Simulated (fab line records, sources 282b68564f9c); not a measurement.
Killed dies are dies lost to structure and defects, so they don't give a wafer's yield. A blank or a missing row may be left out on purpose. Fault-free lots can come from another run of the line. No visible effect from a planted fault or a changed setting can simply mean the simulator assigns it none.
The tool behind it: which one? || flow rit_cmos || 14 lots, 42 wafers sampled, at 4 steps of a route of 202

WHAT THE GAUGES SHOWED, per wafer
RIT_M1_BOW_MEAS_16.
{"lot": "L342", "measured": "day 3 17:02", "on": "film_metro-04", "M1_BOW (um)": "23 28 7"}
{"lot": "L344", "measured": "day 4 00:54", "on": "film_metro-02", "M1_BOW (um)": "26 24 13"}
{"lot": "L345", "measured": "day 4 03:30", "on": "film_metro-02", "M1_BOW (um)": "-3 9 19"}
{"lot": "L346", "measured": "day 4 16:25", "on": "film_metro-02", "M1_BOW (um)": "23 31 13"}
{"lot": "L354", "measured": "day 6 05:14", "on": "film_metro-04", "M1_BOW (um)": "19 13 13"}
{"lot": "L355", "measured": "day 6 06:41", "on": "film_metro-02", "M1_BOW (um)": "6 23 16"}
{"lot": "L357", "measured": "day 7 08:46", "on": "film_metro-04", "M1_BOW (um)": "23 24 11"}
{"lot": "L358", "measured": "day 7 10:47", "on": "film_metro-04", "M1_BOW (um)": "8 22 20"}
{"lot": "L359", "measured": "day 7 15:19", "on": "film_metro-01", "M1_BOW (um)": "16 16 25"}
{"lot": "L360", "measured": "day 7 21:01", "on": "film_metro-02", "M1_BOW (um)": "13 22 18"}
{"lot": "L361", "measured": "day 8 03:51", "on": "film_metro-04", "M1_BOW (um)": "15 16 14"}
{"lot": "L362", "measured": "day 8 06:03", "on": "film_metro-01", "M1_BOW (um)": "15 29 10"}
{"lot": "L363", "measured": "day 8 12:37", "on": "film_metro-04", "M1_BOW (um)": "3 26 8"}
{"lot": "L365", "measured": "day 8 16:34", "on": "film_metro-01", "M1_BOW (um)": "15 22 14"}

WHICH TOOL RAN EACH LOT (tool, then ch and the chambers of the sampled wafers, then the start)
{"lot": "L342", "RIT_ACTIVE_ETCH_13": "rie_diel-04 ch 0,1,3, day 1 15:53", "RIT_NLDD_STRIP_09": "plasma_asher-01 ch 0,1, day 3 01:31", "RIT_PLDD_EXPOSE_03": "iline_stepper-02 ch 0, day 3 02:19"}
{"lot": "L344", "RIT_ACTIVE_ETCH_13": "rie_diel-04 ch 0,2, day 2 04:14", "RIT_NLDD_STRIP_09": "plasma_asher-01 ch 1, day 3 09:55", "RIT_PLDD_EXPOSE_03": "iline_stepper-02, day 3 10:45"}
{"lot": "L345", "RIT_ACTIVE_ETCH_13": "rie_diel-04 ch 0,1,3, day 2 07:31", "RIT_NLDD_STRIP_09": "plasma_asher-04 ch 0,1, day 3 12:30", "RIT_PLDD_EXPOSE_03": "iline_stepper-01, day 3 13:19"}
{"lot": "L346", "RIT_ACTIVE_ETCH_13": "rie_diel-01 ch 0,1,3, day 2 13:11", "RIT_NLDD_STRIP_09": "plasma_asher-01 ch 0,1, day 3 23:55", "RIT_PLDD_EXPOSE_03": "iline_stepper-02 ch 0, day 4 00:44"}
{"lot": "L354", "RIT_ACTIVE_ETCH_13": "rie_diel-02 ch 0,2,3, day 4 04:44", "RIT_NLDD_STRIP_09": "plasma_asher-04 ch 0,1, day 5 14:23", "RIT_PLDD_EXPOSE_03": "iline_stepper-02 ch 0, day 5 15:03"}
{"lot": "L355", "RIT_ACTIVE_ETCH_13": "rie_diel-04 ch 1,2,3, day 4 08:13", "RIT_NLDD_STRIP_09": "plasma_asher-01 ch 0,1, day 5 14:33", "RIT_PLDD_EXPOSE_03": "iline_stepper-01 ch 0, day 5 15:22"}
{"lot": "L357", "RIT_ACTIVE_ETCH_13": "rie_diel-04 ch 0,1,3, day 4 18:53", "RIT_NLDD_STRIP_09": "plasma_asher-01 ch 0,1, day 6 17:43", "RIT_PLDD_EXPOSE_03": "iline_stepper-02 ch 0, day 6 18:24"}
{"lot": "L358", "RIT_ACTIVE_ETCH_13": "rie_diel-02 ch 2,3, day 5 01:27", "RIT_NLDD_STRIP_09": "plasma_asher-04 ch 0,1, day 6 17:54", "RIT_PLDD_EXPOSE_03": "iline_stepper-01 ch 0, day 6 18:44"}
{"lot": "L359", "RIT_ACTIVE_ETCH_13": "rie_diel-01 ch 1,2,3, day 5 06:20", "RIT_NLDD_STRIP_09": "plasma_asher-02 ch 0,1, day 6 23:02", "RIT_PLDD_EXPOSE_03": "iline_stepper-01 ch 0, day 6 23:43"}
{"lot": "L360", "RIT_ACTIVE_ETCH_13": "rie_diel-04 ch 0,1,2, day 5 09:41", "RIT_NLDD_STRIP_09": "plasma_asher-04 ch 0,1, day 7 04:56", "RIT_PLDD_EXPOSE_03": "iline_stepper-02 ch 0, day 7 05:58"}
{"lot": "L361", "RIT_ACTIVE_ETCH_13": "rie_diel-01 ch 0,2,3, day 5 14:52", "RIT_NLDD_STRIP_09": "plasma_asher-01 ch 0,1, day 7 12:52", "RIT_PLDD_EXPOSE_03": "iline_stepper-02 ch 0, day 7 13:33"}
{"lot": "L362", "RIT_ACTIVE_ETCH_13": "rie_diel-04 ch 0,2,3, day 5 21:10", "RIT_NLDD_STRIP_09": "plasma_asher-02 ch 0,1, day 7 13:06", "RIT_PLDD_EXPOSE_03": "iline_stepper-01 ch 0, day 7 13:55"}
{"lot": "L363", "RIT_ACTIVE_ETCH_13": "rie_diel-02 ch 0,3, day 6 09:03", "RIT_NLDD_STRIP_09": "plasma_asher-02 ch 0,1, day 7 20:59", "RIT_PLDD_EXPOSE_03": "iline_stepper-02 ch 0, day 7 21:40"}
{"lot": "L365", "RIT_ACTIVE_ETCH_13": "rie_diel-01 ch 0,3, day 6 15:13", "RIT_NLDD_STRIP_09": "plasma_asher-02 ch 0,1, day 8 00:20", "RIT_PLDD_EXPOSE_03": "iline_stepper-02 ch 0, day 8 01:01"}
- RIT_ACTIVE_ETCH_13: etches Si3N4 in SF6, stops on SiO2, time 210 s, target depth 210 nm.
- RIT_NLDD_STRIP_09: strips in O2, time 180 s.
- RIT_PLDD_EXPOSE_03: exposes mask M8, target cd 40900 nm.

WHAT THE TOOLS THEMSELVES READ (means of the sampled wafers that have a number; where no wafer has one, the mark that the record gives instead)
RIT_ACTIVE_ETCH_13.
{"lot": "L342", "tool": "rie_diel-04", "drypump_motor_current_A (A)": 5.6, "oes_product_au (a.u.)": 0.829, "throttle_valve_pct (%)": 7.56}
{"lot": "L344", "tool": "rie_diel-04", "drypump_motor_current_A (A)": 5.3, "oes_product_au (a.u.)": 0.828, "throttle_valve_pct (%)": 7.62}
{"lot": "L345", "tool": "rie_diel-04", "drypump_motor_current_A (A)": 5.7, "oes_product_au (a.u.)": 0.830, "throttle_valve_pct (%)": 7.56}
{"lot": "L346", "tool": "rie_diel-01", "drypump_motor_current_A (A)": 5.6, "oes_product_au (a.u.)": 0.834, "throttle_valve_pct (%)": 7.41}
{"lot": "L354", "tool": "rie_diel-02", "drypump_motor_current_A (A)": 5.8, "oes_product_au (a.u.)": 0.821, "throttle_valve_pct (%)": 7.45}
{"lot": "L355", "tool": "rie_diel-04", "drypump_motor_current_A (A)": 5.5, "oes_product_au (a.u.)": 0.829, "throttle_valve_pct (%)": 7.56}
{"lot": "L357", "tool": "rie_diel-04", "drypump_motor_current_A (A)": 5.7, "oes_product_au (a.u.)": 0.830, "throttle_valve_pct (%)": 7.57}
{"lot": "L358", "tool": "rie_diel-02", "drypump_motor_current_A (A)": 5.9, "oes_product_au (a.u.)": 0.822, "throttle_valve_pct (%)": 7.37}
{"lot": "L359", "tool": "rie_diel-01", "drypump_motor_current_A (A)": 6.0, "oes_product_au (a.u.)": 0.826, "throttle_valve_pct (%)": 7.38}
{"lot": "L360", "tool": "rie_diel-04", "drypump_motor_current_A (A)": 5.5, "oes_product_au (a.u.)": 0.834, "throttle_valve_pct (%)": 7.55}
{"lot": "L361", "tool": "rie_diel-01", "drypump_motor_current_A (A)": 6.0, "oes_product_au (a.u.)": 0.832, "throttle_valve_pct (%)": 7.40}
{"lot": "L362", "tool": "rie_diel-04", "drypump_motor_current_A (A)": 5.6, "oes_product_au (a.u.)": 0.832, "throttle_valve_pct (%)": 7.62}
{"lot": "L363", "tool": "rie_diel-02", "drypump_motor_current_A (A)": 5.8, "oes_product_au (a.u.)": 0.826, "throttle_valve_pct (%)": 7.52}
{"lot": "L365", "tool": "rie_diel-01", "drypump_motor_current_A (A)": 5.5, "oes_product_au (a.u.)": 0.835, "throttle_valve_pct (%)": 7.44}

RIT_NLDD_STRIP_09.
{"lot": "L342", "tool": "plasma_asher-01", "drypump_motor_current_A (A)": 5.3}
{"lot": "L344", "tool": "plasma_asher-01", "drypump_motor_current_A (A)": 5.8}
{"lot": "L345", "tool": "plasma_asher-04", "drypump_motor_current_A (A)": 5.8}
{"lot": "L346", "tool": "plasma_asher-01", "drypump_motor_current_A (A)": 5.5}
{"lot": "L354", "tool": "plasma_asher-04", "drypump_motor_current_A (A)": 5.7}
{"lot": "L355", "tool": "plasma_asher-01", "drypump_motor_current_A (A)": 5.3}
{"lot": "L357", "tool": "plasma_asher-01", "drypump_motor_current_A (A)": 5.3}
{"lot": "L358", "tool": "plasma_asher-04", "drypump_motor_current_A (A)": 5.7}
{"lot": "L359", "tool": "plasma_asher-02", "drypump_motor_current_A (A)": 5.6}
{"lot": "L360", "tool": "plasma_asher-04", "drypump_motor_current_A (A)": 5.7}
{"lot": "L361", "tool": "plasma_asher-01", "drypump_motor_current_A (A)": 5.5}
{"lot": "L362", "tool": "plasma_asher-02", "drypump_motor_current_A (A)": 5.6}
{"lot": "L363", "tool": "plasma_asher-02", "drypump_motor_current_A (A)": 6.1}
{"lot": "L365", "tool": "plasma_asher-02", "drypump_motor_current_A (A)": 5.6}

RIT_PLDD_EXPOSE_03.
{"lot": "L342", "tool": "iline_stepper-02", "exposure_dose_mJ_cm2": 249.64, "focus_offset_nm (nm)": -0.0}
{"lot": "L344", "tool": "iline_stepper-02", "exposure_dose_mJ_cm2": "-", "focus_offset_nm (nm)": "-"}
{"lot": "L345", "tool": "iline_stepper-01", "exposure_dose_mJ_cm2": "-", "focus_offset_nm (nm)": "-"}
{"lot": "L346", "tool": "iline_stepper-02", "exposure_dose_mJ_cm2": 249.67, "focus_offset_nm (nm)": -0.3}
{"lot": "L354", "tool": "iline_stepper-02", "exposure_dose_mJ_cm2": 250.08, "focus_offset_nm (nm)": 0.8}
{"lot": "L355", "tool": "iline_stepper-01", "exposure_dose_mJ_cm2": 250.08, "focus_offset_nm (nm)": -0.7}
{"lot": "L357", "tool": "iline_stepper-02", "exposure_dose_mJ_cm2": 249.97, "focus_offset_nm (nm)": 0.1}
{"lot": "L358", "tool": "iline_stepper-01", "exposure_dose_mJ_cm2": 249.61, "focus_offset_nm (nm)": -0.3}
{"lot": "L359", "tool": "iline_stepper-01", "exposure_dose_mJ_cm2": 250.06, "focus_offset_nm (nm)": -0.3}
{"lot": "L360", "tool": "iline_stepper-02", "exposure_dose_mJ_cm2": 250.14, "focus_offset_nm (nm)": 0.0}
{"lot": "L361", "tool": "iline_stepper-02", "exposure_dose_mJ_cm2": 249.72, "focus_offset_nm (nm)": -0.1}
{"lot": "L362", "tool": "iline_stepper-01", "exposure_dose_mJ_cm2": 249.85, "focus_offset_nm (nm)": 0.1}
{"lot": "L363", "tool": "iline_stepper-02", "exposure_dose_mJ_cm2": 249.98, "focus_offset_nm (nm)": -0.7}
{"lot": "L365", "tool": "iline_stepper-02", "exposure_dose_mJ_cm2": 250.01, "focus_offset_nm (nm)": 0.3}

THE ANSWER, worked out from the rows above alone
Rule: the usual values come from the lots themselves. The widest of any qualifying gaps counts: lots, ordered by their means at a reading, are off when they make up no more than a third of the lots, leave a main group of 4 or more, and stand apart from it by 3 or more times the standard deviation of that group's means. A main group is skipped when, at the precision printed for the reading in the tables above, its means are all equal. A lot without any number at a reading at which 4 lots or more have one is off too. All remaining lots with rows at the step are treated as sound. The gauges are gone through in route order, then the tools' own readings, and for those a lot's mean is taken as printed above. At the first step where some lot is off, the reading lying furthest off is the one used; lots without a number count as furthest.
Off, at RIT_PLDD_EXPOSE_03 on exposure_dose_mJ_cm2: L344, L345. Without a number there: L344, L345. Mean 249.90 and standard deviation 0.19 in the main group.
A tool fits if, at that step or a process step before it, it ran every lot that is off, and no sound lot after the first of them. None of those tried fits.

WHAT THE SIMULATOR HAD INSERTED
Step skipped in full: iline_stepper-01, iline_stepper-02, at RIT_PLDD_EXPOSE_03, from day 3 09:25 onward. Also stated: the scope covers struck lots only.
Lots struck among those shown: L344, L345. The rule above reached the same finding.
